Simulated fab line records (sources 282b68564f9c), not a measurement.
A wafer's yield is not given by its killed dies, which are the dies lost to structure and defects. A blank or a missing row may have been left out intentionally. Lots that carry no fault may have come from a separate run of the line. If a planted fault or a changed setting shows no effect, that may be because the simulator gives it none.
2 desks, one fault    flow rit cmos    what lay behind the numbers comes last; until then each desk has only its own

## THE TOOL OWNER'S DESK: rie diel-01
The tool's own readings at RIT_SPACER_ETCHBACK_05 (etches Si3N4 in SF6/CHF3, stops on SiO2, target depth 250 nm, time 240 s): means of the sampled wafers that have a number, for each lot that ran on this tool. The brackets show how far a lot's mean lies from the usual mean; more than 4 standard deviations puts the lot out of limits, marked OUT.
Columns: A = drypump motor current A at RIT_SPACER_ETCHBACK_05, usual 5.3 A; B = oes product au at RIT_SPACER_ETCHBACK_05, usual 0.845 a.u.; C = rf fwd power W at RIT_SPACER_ETCHBACK_05, usual 249.3 W; D = run length s at RIT_SPACER_ETCHBACK_05, usual 268.2 s; E = throttle valve pct at RIT_SPACER_ETCHBACK_05, usual 10.29 %
lot   first seen here  A    B                C      D                        E
L465  day 4 04:24      4.8  0.843            249.8  267.8                    10.23
L466  day 4 08:21      5.1  0.851            249.3  268.1                    10.22
L471  day 5 09:47      4.8  0.832            249.3  268.4                    10.23
L473  day 5 21:56      5.1  0.858            249.6  268.3                    10.22
L477  day 6 17:07      5.1  0.666 (-11) OUT  248.6  364.3 (+99 or more) OUT  10.22
L478  day 6 22:16      5.3  0.675 (-11) OUT  249.3  364.3 (+99 or more) OUT  10.22
This desk finds L477, L478 out of limits, L477 being first, at day 6 17:07 (oes product au at RIT_SPACER_ETCHBACK_05). Within limits: L465, L466, L471, L473.

## METROLOGY DESK
Means of the sampled wafers that have a number, per lot and without regard to the tool the lot ran on: this is what the gauges read. The brackets show how far a lot's mean lies from the usual mean; more than 4 standard deviations puts the lot out of limits, marked OUT.
Columns: A = FOX2_OXIDE_THK at RIT_FOX2_THK_MEAS_01, usual 351 nm
lot   first seen here  A
L461  day 2 05:52      343
L462  day 2 09:49      353
L463  day 2 15:49      346
L465  day 3 01:52      354
L466  day 3 05:19      357
L469  day 3 22:24      341
L470  day 4 01:27      356
L471  day 4 06:19      358
L473  day 4 18:31      344
L475  day 5 03:10      354
L476  day 5 07:20      343
L477  day 5 13:58      343
L478  day 5 18:27      353
L479  day 5 23:11      346
Finding of this desk: none of the 14 lots has anything out of limits.

## ALL TOGETHER
At day 6 17:07, on L477, L478, the tool owner's desk was in a position to raise an alarm.
Metrology desk: nothing out of limits seen.
The metrology desk has L477, L478 on record, within its limits.
On rie diel-01, each named lot ran RIT_SPACER_ETCHBACK_05.

## WHAT THE SIMULATOR PUT IN
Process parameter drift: rie diel-01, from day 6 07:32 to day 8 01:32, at RIT_SPACER_ETCHBACK_05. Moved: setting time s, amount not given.
Shown lots that were struck: L477, L478.
How many hours passed from the start of the fault until each desk's first out-of-limits reading: the tool owner's desk, 10.
